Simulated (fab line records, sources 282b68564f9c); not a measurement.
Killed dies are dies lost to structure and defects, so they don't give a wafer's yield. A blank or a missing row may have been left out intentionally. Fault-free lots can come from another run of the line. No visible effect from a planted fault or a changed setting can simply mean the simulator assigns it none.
fab line records	flow ritCmos	part 1 of 2: steps 1 to 33 of 47
record: lots: 5	wafers: 15	lastDay: 7
route steps=202 shown ACTIVE@7 FOX1@20 FOX2@23 NWELL@28 PWELL@39 WELLDRIVE@50 NRETRO@53
lots with no fault: from the same line, run without faults
startH: the number of hours between the record's first day and the start of the first shown wafer of the lot	waitH: hours from the lot's prior step to this one	" repeats the value in the row above	L1.1+2: several wafers, shown together as one row	- value missing, or start not given	* or withheld: withheld	< > ~ a bound
route shown NAME@n: a module of which the file shows steps, and the number in the route of the first	usual: mean/standard deviation taken from wafers without a fault	same: alike in all rows	chamber/n: place in a boat	sites: the reading at each site	_std_site: their standard deviation	_edge_site: mean of outer sites minus mean of inner sites	radiusMm: how far each site lies from the wafer's centre	mask NAME#n: copy n	behind: tool/chamber where the wafer was last shaped	hold: reason for holding the lot/hours on hold/outcome of the hold	device: transistor that didn't switch, given as n, p or np	end of line: at the end of the route, the tests of the same wafers	where a step has no rows: the recipe by itself	killed: not the wafer's yield, but the dies lost to structure and defects at the first sort	map: dies across one wafer; x = killed, . = not, _ = none there
set.NAME: setting as actually run; set.NAME@STEP: the setting as run at that earlier step	model.NAME: the simulator's own value behind a step, which no gauge read
lots at selected steps of the route; one table per step, one row per wafer
services: a tool's chamber out of use, with start hour (startH, from the record's first day; less than 0 if before it), hours out, and reason
== steps ==
step: RIT_ACTIVE_COAT_06
recipe: resist: NOVOLAK	spinRpm: 3250	resistThkNm: 1000
usual: dispensePressureKPa: 50.8/1.7
lot.wafer	tool	chamber	startH	waitH	dispensePressureKPa
L086.2	lithoTrack-01	0	73.84	0.1	50.8
L086.4	"	0	"	"	50.7
L086.6	"	0	"	"	50.7
L088.1	lithoTrack-03	0	84.65	0.1	49.5
L088.2	"	0	"	"	49.5
L088.3	"	0	"	"	49.5
L089.2	lithoTrack-03	0	88.77	0.1	49.5
L089.3	"	0	"	"	49.5
L089.4	"	0	"	"	49.5
L091.3	lithoTrack-01	0	98.79	0.1	50.7
L091.4	"	0	"	"	50.7
L091.5	"	0	"	"	50.8
L095.1	lithoTrack-01	0	118.74	0.1	50.7
L095.2	"	0	"	"	50.7
L095.4	"	0	"	"	50.7
step: RIT_ACTIVE_SOFTBAKE_07
recipe: resist: NOVOLAK	tempC: 90	timeS: 60
lot.wafer	tool	chamber	startH	waitH
L086.2+4+6	lithoTrack-01	0	73.99	0.1
L088.1+2+3	lithoTrack-03	0	84.80	0.1
L089.2+3+4	lithoTrack-03	0	88.92	0.1
L091.3+4+5	lithoTrack-01	0	98.94	0.1
L095.1+2+4	lithoTrack-01	0	118.89	0.1
step: RIT_ACTIVE_EXPOSE_08
recipe: maskId: M1	na: 0.6	sourceShape: conventional	sigmaOuter: 0.6	targetCdNm: 1400	doseMj: 225
lot.wafer	tool	chamber	startH	waitH	mask
L086.2+4+6	ilineStepper-01	0	74.26	0.2	M1#0
L088.1+2+3	ilineStepper-01	0	85.08	0.2	M1#0
L089.2+3+4	ilineStepper-01	0	89.06	0.1	M1#0
L091.3+4+5	ilineStepper-01	0	99.20	0.2	M1#0
L095.1+2+4	ilineStepper-01	0	119.17	0.2	M1#0
step: RIT_ACTIVE_PEB_09
recipe: resist: NOVOLAK	tempC: withheld	timeS: withheld
lot.wafer	tool	chamber	startH	waitH
L086.2+4+6	lithoTrack-02	0	74.38	0.1
L088.1+2+3	lithoTrack-01	0	85.28	0.2
L089.2+3+4	lithoTrack-03	0	89.18	0.1
L091.3+4+5	lithoTrack-03	0	99.33	0.1
L095.1+2+4	lithoTrack-03	0	119.29	0.1
step: RIT_ACTIVE_DEVELOP_10
recipe: resist: NOVOLAK	developTimeS: 51.44	devTempC: 23
same: developTimeS: 51.44
lot.wafer	tool	chamber	startH	waitH
L086.2+4+6	lithoTrack-02	0	-	-
L088.1+2+3	lithoTrack-01	0	-	-
L089.2+3+4	lithoTrack-03	0	-	-
L091.3+4+5	lithoTrack-03	0	-	-
L095.1+2+4	lithoTrack-03	0	-	-
step: RIT_ACTIVE_CD_MEAS_11
recipe: targetCdNm: 1400
usual: cdNm: 1400.1/2.5
lot.wafer	tool	chamber	startH	waitH	cdNm
L086.2	cdSem-01	-	74.66	-	1399.7
L086.4	"	-	"	"	1403.2
L086.6	"	-	"	"	1400.4
L088.1	cdSem-01	-	85.56	-	1400.2
L088.2	"	-	"	"	1400.2
L088.3	"	-	"	"	1398.7
L089.2	cdSem-01	-	89.46	-	1405.1
L089.3	"	-	"	"	1403.4
L089.4	"	-	"	"	1405.3
L091.3	cdSem-02	-	99.60	-	1399.8
L091.4	"	-	"	"	1400.4
L091.5	"	-	"	"	1399.6
L095.1	cdSem-02	-	119.58	-	1397.4
L095.2	"	-	"	"	1396.5
L095.4	"	-	"	"	1397.8
step: RIT_ACTIVE_HARDBAKE_12
recipe: resist: NOVOLAK	tempC: 140	timeS: 60
lot.wafer	tool	chamber	startH	waitH
L086.2+4+6	lithoTrack-01	0	74.79	0.1
L088.1+2+3	lithoTrack-02	0	85.76	0.2
L089.2+3+4	lithoTrack-03	0	89.58	0.1
L091.3+4+5	lithoTrack-01	0	99.73	0.1
L095.1+2+4	lithoTrack-02	0	119.70	0.1
step: RIT_ACTIVE_ETCH_13
recipe: stopOn: SiO2	chemistry: SF6	target: Si3N4	timeS: 210	overEtchFrac: 0.4	SF6_flow_sccm: 200	pressureMtorr: 260	rfW: 125	targetDepthA: 2100
usual: SF6_flow_sccm: 199.9/0.6	drypumpMotorCurrentA: 5.8/0.38	oesProductAu: 0.826/0.014	throttleValvePct: 7.51/0.11
lot.wafer	tool	chamber	startH	waitH	SF6_flow_sccm	drypumpMotorCurrentA	oesProductAu	rfHoursCounterH	throttleValvePct
L086.2	rieDiel-04	1	74.91	0.1	199.5	6.1	0.806	101	7.62
L086.4	"	2	"	"	199.2	5.8	0.792	118	7.43
L086.6	"	2	"	"	200.4	5.8	0.790	-	7.45
L088.1	rieDiel-02	0	85.91	0.1	198.6	6.3	0.815	115	7.61
L088.2	"	1	"	"	199.6	5.4	0.821	80	7.64
L088.3	"	2	"	"	199.8	5.4	0.816	137	7.45
L089.2	rieDiel-01	2	89.71	0.1	199.7	6.7	0.813	29	7.40
L089.3	"	0	"	"	200.6	5.5	0.838	140	7.71
L089.4	"	1	"	"	199.3	5.2	0.825	82	7.59
L091.3	rieDiel-02	3	99.83	0.1	199.5	5.7	0.840	157	7.27
L091.4	"	0	"	"	199.6	6.2	0.825	115	7.62
L091.5	"	0	"	"	200.0	6.3	0.827	-	7.62
L095.1	rieDiel-04	3	119.85	0.1	199.1	6.4	0.847	59	7.49
L095.2	"	1	"	"	200.1	6.1	0.809	102	7.62
L095.4	"	0	"	"	200.4	5.7	0.834	75	7.50
step: RIT_ACTIVE_STRIP_14
recipe: chemistry: O2	timeS: 180	resist: NOVOLAK	platenTempC: withheld	powerW: 500	pressureMtorr: 4000	o2FlowSccm: 4000
usual: drypumpMotorCurrentA: 5.72/0.29
lot.wafer	tool	chamber	startH	waitH	drypumpMotorCurrentA	rfHoursCounterH
L086.2	plasmaAsher-02	1	75.04	0.1	5.34	27
L086.4	"	1	"	"	5.33	-
L086.6	"	0	"	"	6.07	-
L088.1	plasmaAsher-04	0	86.04	0.1	5.74	47
L088.2	"	1	"	"	5.80	47
L088.3	"	0	"	"	5.78	-
L089.2	plasmaAsher-02	1	89.84	0.1	5.32	29
L089.3	"	0	"	"	6.00	-
L089.4	"	1	"	"	5.34	-
L091.3	plasmaAsher-02	1	100.03	0.1	5.34	-
L091.4	"	0	"	"	6.01	-
L091.5	"	1	"	"	5.33	-
L095.1	plasmaAsher-02	1	119.98	0.1	5.32	33
L095.2	"	0	"	"	6.03	33
L095.4	"	1	"	"	5.34	-
step: RIT_ACTIVE_CD_MEAS_90
recipe: targetCdNm: 1400
usual: cdNm: 1400.1/2.5
lot.wafer	tool	chamber	startH	waitH	cdNm
L086.2	cdSem-01	-	75.24	0.1	1400.0
L086.4	"	-	"	"	1402.9
L086.6	"	-	"	"	1400.1
L088.1	cdSem-01	-	86.22	0.1	1400.1
L088.2	"	-	"	"	1399.9
L088.3	"	-	"	"	1399.0
L089.2	cdSem-01	-	90.04	0.1	1404.9
L089.3	"	-	"	"	1403.2
L089.4	"	-	"	"	1405.5
L091.3	cdSem-02	-	100.18	0.1	1400.2
L091.4	"	-	"	"	1400.2
L091.5	"	-	"	"	1399.3
L095.1	cdSem-02	-	120.16	0.1	1397.1
L095.2	"	-	"	"	1396.8
L095.4	"	-	"	"	1397.7
step: RIT_ACTIVE_CLEAN_15
recipe: chemistry: SC1	mix: 3:3:50	timeS: 600	tempC: 75
usual: bathHeatDutyPct: 15.0/1.4
lot.wafer	tool	chamber	startH	waitH	bathHeatDutyPct
L086.2	wetBench-04	3	75.34	0.1	15.5
L086.4	"	3	"	"	16.1
L086.6	"	3	"	"	16.4
L088.1	wetBench-02	1	86.34	0.1	13.1
L088.2	"	1	"	"	13.6
L088.3	"	1	"	"	13.9
L089.2	wetBench-04	2	90.14	0.1	14.0
L089.3	"	2	"	"	15.5
L089.4	"	2	"	"	14.2
L091.3	wetBench-03	2	100.26	0.1	15.7
L091.4	"	2	"	"	17.5
L091.5	"	2	"	"	18.3
L095.1	wetBench-04	0	120.28	0.1	14.2
L095.2	"	0	"	"	14.0
L095.4	"	0	"	"	12.6
step: RIT_ACTIVE_CLEAN_16
recipe: chemistry: dHF	dilution: 50:1	timeS: 30
lot.wafer	tool	chamber	startH	waitH
L086.2+4+6	wetBench-03	1	75.53	0.0
L088.1+2+3	wetBench-03	3	86.53	0.0
L089.2+3+4	wetBench-03	0	90.31	0.0
L091.3+4+5	wetBench-02	3	100.44	0.0
L095.1+2+4	wetBench-03	3	120.45	0.0
step: RIT_ACTIVE_CLEAN_17
recipe: chemistry: SC2	mix: 3:3:50	timeS: 600	tempC: 75	dry: n2Spin
usual: bathHeatDutyPct: 15.1/1.2
lot.wafer	tool	chamber	startH	waitH	bathHeatDutyPct
L086.2	wetBench-02	0	75.55	0.0	16.4
L086.4	"	0	"	"	15.0
L086.6	"	0	"	"	14.9
L088.1	wetBench-04	2	86.55	0.0	15.3
L088.2	"	2	"	"	13.8
L088.3	"	2	"	"	14.7
L089.2	wetBench-04	2	90.33	0.0	14.6
L089.3	"	2	"	"	14.7
L089.4	"	2	"	"	15.6
L091.3	wetBench-04	3	100.45	0.0	16.0
L091.4	"	3	"	"	15.4
L091.5	"	3	"	"	16.4
L095.1	wetBench-02	3	120.47	0.0	14.8
L095.2	"	3	"	"	14.8
L095.4	"	3	"	"	15.4
step: RIT_FOX1_OXIDATION_00
recipe: tempC: 1100	ambient: H2O	targetThkA: 3507	pH2oTorr: 720	oxTimeS: 1130
lot.wafer	tool	chamber	startH	waitH
L086.2+4+6	furnace-04	0	75.74	0.0
L088.1+2+3	furnace-02	0	86.72	0.0
L089.2+3+4	furnace-04	0	90.50	0.0
L091.3+4+5	furnace-01	0	100.63	0.0
L095.1+2+4	furnace-02	0	120.66	0.0
step: RIT_FOX1_THK_MEAS_01
recipe: reads: SiO2_of_FOX1_OXIDATION_00
usual: FOX1_OXIDE_THK: 352/7.2
lot.wafer	tool	chamber	startH	waitH	FOX1_OXIDE_THK[nm]
L086.2	filmMetro-04	-	77.06	0.0	356
L086.4	"	-	"	"	355
L086.6	"	-	"	"	364
L088.1	filmMetro-04	-	88.04	0.0	349
L088.2	"	-	"	"	351
L088.3	"	-	"	"	351
L089.2	filmMetro-02	-	91.83	0.0	360
L089.3	"	-	"	"	364
L089.4	"	-	"	"	360
L091.3	filmMetro-01	-	101.96	0.0	340
L091.4	"	-	"	"	337
L091.5	"	-	"	"	334
L095.1	filmMetro-01	-	121.97	0.0	349
L095.2	"	-	"	"	343
L095.4	"	-	"	"	346
step: RIT_FOX1_WET_ETCH_02
recipe: chemistry: BOE	targetDepthNm: 350	timeS: 390	tempC: 21.5	dry: n2Spin	dilution: 10:1	target: SiO2
usual: bathHeatDutyPct: 1.7/0.39
lot.wafer	tool	chamber	startH	waitH	bathHeatDutyPct
L086.2	wetBench-01	3	77.11	0.0	2.0
L086.4	"	3	"	"	1.4
L086.6	"	3	"	"	2.3
L088.1	wetBench-03	1	88.10	0.1	1.5
L088.2	"	1	"	"	2.3
L088.3	"	1	"	"	1.4
L089.2	wetBench-01	1	91.88	0.0	1.8
L089.3	"	1	"	"	1.4
L089.4	"	1	"	"	1.5
L091.3	wetBench-03	0	102.00	0.0	1.5
L091.4	"	0	"	"	1.3
L091.5	"	0	"	"	0.9
L095.1	wetBench-01	2	122.03	0.1	0.9
L095.2	"	2	"	"	1.7
L095.4	"	2	"	"	0.9
step: RIT_FOX2_OXIDATION_00
recipe: tempC: 1100	ambient: H2O	targetThkA: 3507	pH2oTorr: 720	oxTimeS: 1130
lot.wafer	tool	chamber	startH	waitH
L086.2+4+6	furnace-03	0	77.23	0.0
L088.1+2+3	furnace-01	0	88.21	0.0
L089.2+3+4	furnace-03	0	92.00	0.0
L091.3+4+5	furnace-01	0	102.12	0.0
L095.1+2+4	furnace-02	0	122.17	0.0
step: RIT_FOX2_THK_MEAS_01
recipe: reads: SiO2_of_FOX2_OXIDATION_00
usual: FOX2_OXIDE_THK: 350/6.8
lot.wafer	tool	chamber	startH	waitH	FOX2_OXIDE_THK[nm]
L086.2	filmMetro-04	-	78.55	0.0	353
L086.4	"	-	"	"	352
L086.6	"	-	"	"	356
L088.1	filmMetro-03	-	89.53	0.0	350
L088.2	"	-	"	"	354
L088.3	"	-	"	"	351
L089.2	filmMetro-01	-	93.32	0.0	349
L089.3	"	-	"	"	344
L089.4	"	-	"	"	353
L091.3	filmMetro-04	-	103.45	0.0	350
L091.4	"	-	"	"	348
L091.5	"	-	"	"	351
L095.1	filmMetro-03	-	123.49	0.0	349
L095.2	"	-	"	"	348
L095.4	"	-	"	"	347
step: RIT_FOX2_CLEAN_02
recipe: chemistry: dHF	dilution: 50:1	timeS: 171.4
lot.wafer	tool	chamber	startH	waitH
L086.2+4+6	wetBench-03	1	78.60	0.0
L088.1+2+3	wetBench-03	0	89.59	0.1
L089.2+3+4	wetBench-01	0	93.37	0.0
L091.3+4+5	wetBench-03	3	103.49	0.0
L095.1+2+4	wetBench-01	2	123.55	0.1
step: RIT_FOX2_WET_ETCH_03
recipe: chemistry: H3PO4	target: Si3N4	targetDepthNm: 195	tempC: 165	timeS: 2700
usual: bathHeatDutyPct: 27.1/2.9
lot.wafer	tool	chamber	startH	waitH	bathHeatDutyPct
L086.2	wetBench-02	3	78.66	0.0	25.4
L086.4	"	3	"	"	27.0
L086.6	"	3	"	"	25.8
L088.1	wetBench-01	2	89.64	0.0	24.3
L088.2	"	2	"	"	25.7
L088.3	"	2	"	"	23.4
L089.2	wetBench-03	2	93.43	0.0	32.4
L089.3	"	2	"	"	30.3
L089.4	"	2	"	"	31.6
L091.3	wetBench-01	0	103.55	0.0	31.7
L091.4	"	0	"	"	30.7
L091.5	"	0	"	"	30.8
L095.1	wetBench-02	0	123.61	0.0	27.4
L095.2	"	0	"	"	27.1
L095.4	"	0	"	"	27.5
step: RIT_FOX2_THK_MEAS_90
recipe: reads: SiO2_of_FOX2_OXIDATION_00
usual: FIELD_OXIDE_LEFT_1_THK: 324/6.7
lot.wafer	tool	chamber	startH	waitH	FIELD_OXIDE_LEFT_1_THK[nm]
L086.2	filmMetro-04	-	79.43	0.0	327
L086.4	"	-	"	"	326
L086.6	"	-	"	"	329
L088.1	filmMetro-01	-	90.40	0.0	323
L088.2	"	-	"	"	327
L088.3	"	-	"	"	325
L089.2	filmMetro-04	-	94.20	0.0	323
L089.3	"	-	"	"	317
L089.4	"	-	"	"	327
L091.3	filmMetro-04	-	104.33	0.0	322
L091.4	"	-	"	"	322
L091.5	"	-	"	"	325
L095.1	filmMetro-03	-	124.44	0.0	322
L095.2	"	-	"	"	321
L095.4	"	-	"	"	320
step: RIT_NWELL_HMDS_00
recipe: primeTimeS: 62.67	primeTempC: 140
lot.wafer	tool	chamber	startH	waitH
L086.2+4+6	lithoTrack-03	0	79.50	0.1
L088.1+2+3	lithoTrack-02	0	90.46	0.1
L089.2+3+4	lithoTrack-04	0	94.27	0.1
L091.3+4+5	lithoTrack-03	0	104.42	0.1
L095.1+2+4	lithoTrack-03	0	124.50	0.1
step: RIT_NWELL_COAT_01
recipe: resist: NOVOLAK	spinRpm: 2000	resistThkNm: 1300
usual: dispensePressureKPa: 50.5/1.8
lot.wafer	tool	chamber	startH	waitH	dispensePressureKPa
L086.2	lithoTrack-03	0	79.65	0.1	49.5
L086.4	"	0	"	"	49.5
L086.6	"	0	"	"	49.5
L088.1	lithoTrack-02	0	90.61	0.1	54.4
L088.2	"	0	"	"	54.3
L088.3	"	0	"	"	54.3
L089.2	lithoTrack-04	0	94.42	0.1	49.9
L089.3	"	0	"	"	49.9
L089.4	"	0	"	"	49.9
L091.3	lithoTrack-03	0	104.57	0.1	49.5
L091.4	"	0	"	"	49.4
L091.5	"	0	"	"	49.5
L095.1	lithoTrack-03	0	124.65	0.1	49.4
L095.2	"	0	"	"	49.4
L095.4	"	0	"	"	49.5
step: RIT_NWELL_SOFTBAKE_02
recipe: resist: NOVOLAK	tempC: 90	timeS: 60
lot.wafer	tool	chamber	startH	waitH
L086.2+4+6	lithoTrack-03	0	79.80	0.1
L088.1+2+3	lithoTrack-02	0	90.76	0.1
L089.2+3+4	lithoTrack-04	0	94.57	0.1
L091.3+4+5	lithoTrack-03	0	104.72	0.1
L095.1+2+4	lithoTrack-03	0	124.80	0.1
step: RIT_NWELL_EXPOSE_03
recipe: maskId: M2	na: 0.57	targetCdNm: 43900	doseMj: 250
lot.wafer	tool	chamber	startH	waitH	mask
L086.2+4+6	ilineStepper-02	0	79.95	0.1	M2#0
L088.1+2+3	ilineStepper-01	0	91.04	0.2	M2#0
L089.2+3+4	ilineStepper-02	0	94.94	0.3	M2#0
L091.3+4+5	ilineStepper-02	0	104.86	0.1	M2#0
L095.1+2+4	ilineStepper-01	0	124.95	0.1	M2#0
step: RIT_NWELL_PEB_04
recipe: resist: NOVOLAK	tempC: withheld	timeS: withheld
lot.wafer	tool	chamber	startH	waitH
L086.2+4+6	lithoTrack-02	0	80.07	0.1
L088.1+2+3	lithoTrack-02	0	91.15	0.1
L089.2+3+4	lithoTrack-04	0	95.06	0.1
L091.3+4+5	lithoTrack-04	0	104.99	0.1
L095.1+2+4	lithoTrack-03	0	125.07	0.1
step: RIT_NWELL_DEVELOP_05
recipe: resist: NOVOLAK	developTimeS: 68	devTempC: 23
same: developTimeS: 68
lot.wafer	tool	chamber	startH	waitH
L086.2+4+6	lithoTrack-02	0	-	-
L088.1+2+3	lithoTrack-02	0	-	-
L089.2+3+4	lithoTrack-04	0	-	-
L091.3+4+5	lithoTrack-04	0	-	-
L095.1+2+4	lithoTrack-03	0	-	-
step: RIT_NWELL_OVL_MEAS_06
usual: NWELL_OVL: -0.8/1.3
lot.wafer	tool	chamber	startH	waitH	NWELL_OVL[nm]
L086.2	overlay-02	-	80.36	-	-0.1
L086.4	"	-	"	"	0.6
L086.6	"	-	"	"	-0.5
L088.1	overlay-01	-	91.47	-	-1.0
L088.2	"	-	"	"	0.4
L088.3	"	-	"	"	1.2
L089.2	overlay-01	-	95.36	-	-2.1
L089.3	"	-	"	"	0.0
L089.4	"	-	"	"	-1.1
L091.3	overlay-02	-	105.26	-	-1.4
L091.4	"	-	"	"	-1.0
L091.5	"	-	"	"	-1.0
L095.1	overlay-01	-	125.38	-	-3.0
L095.2	"	-	"	"	-2.1
L095.4	"	-	"	"	-3.2
step: RIT_NWELL_HARDBAKE_07
recipe: resist: NOVOLAK	tempC: 140	timeS: 120
lot.wafer	tool	chamber	startH	waitH
L086.2+4+6	lithoTrack-03	0	80.44	0.1
L088.1+2+3	lithoTrack-02	0	91.50	0.0
L089.2+3+4	lithoTrack-03	0	95.43	0.1
L091.3+4+5	lithoTrack-02	0	105.37	0.1
L095.1+2+4	lithoTrack-02	0	125.48	0.1
step: RIT_NWELL_IMPLANT_08
recipe: species: P	energyKev: 170	doseCm2: 5e+13	tiltDeg: 7
lot.wafer	tool	chamber	startH	waitH
L086.2+4+6	implanter-02	0	80.67	0.2
L088.1+2+3	implanter-03	0	91.75	0.2
L089.2+3+4	implanter-02	0	95.66	0.2
L091.3+4+5	implanter-03	0	105.59	0.2
L095.1+2+4	implanter-02	0	125.73	0.2
step: RIT_NWELL_STRIP_09
recipe: chemistry: O2	timeS: 180	resist: NOVOLAK	platenTempC: withheld	powerW: 500	pressureMtorr: 4000	o2FlowSccm: 4000
usual: drypumpMotorCurrentA: 5.88/0.22
lot.wafer	tool	chamber	startH	waitH	drypumpMotorCurrentA	rfHoursCounterH
L086.2	plasmaAsher-03	0	80.79	0.1	6.11	44
L086.4	"	0	"	"	6.11	-
L086.6	"	1	"	"	5.99	-
L088.1	plasmaAsher-03	1	91.90	0.1	5.95	45
L088.2	"	0	"	"	6.08	45
L088.3	"	0	"	"	6.08	-
L089.2	plasmaAsher-01	1	95.79	0.1	6.11	43
L089.3	"	1	"	"	6.12	-
L089.4	"	0	"	"	5.41	-
L091.3	plasmaAsher-04	1	105.75	0.1	5.81	-
L091.4	"	0	"	"	5.74	-
L091.5	"	0	"	"	5.76	-
L095.1	plasmaAsher-03	1	125.88	0.1	5.99	50
L095.2	"	0	"	"	6.11	50
L095.4	"	0	"	"	6.14	-
step: RIT_NWELL_TW_MEAS_10
usual: NWELL_TW: 2158/15
lot.wafer	tool	chamber	startH	waitH	NWELL_TW
L086.2	filmMetro-03	-	80.98	0.1	2165
L086.4	"	-	"	"	2148
L086.6	"	-	"	"	2161
L088.1	filmMetro-04	-	92.08	0.1	2172
L088.2	"	-	"	"	2178
L088.3	"	-	"	"	2180
L089.2	filmMetro-02	-	95.97	0.1	2174
L089.3	"	-	"	"	2168
L089.4	"	-	"	"	2175
L091.3	filmMetro-02	-	105.88	0.1	2158
L091.4	"	-	"	"	2151
L091.5	"	-	"	"	2167
L095.1	filmMetro-03	-	126.05	0.1	2141
L095.2	"	-	"	"	2148
L095.4	"	-	"	"	2141
step: RIT_PWELL_HMDS_00
recipe: primeTimeS: 60	primeTempC: 140
lot.wafer	tool	chamber	startH	waitH
L086.2+4+6	lithoTrack-03	0	81.05	0.1
L088.1+2+3	lithoTrack-01	0	92.14	0.1
L089.2+3+4	lithoTrack-01	0	96.14	0.2
L091.3+4+5	lithoTrack-01	0	105.97	0.1
L095.1+2+4	lithoTrack-03	0	126.23	0.2
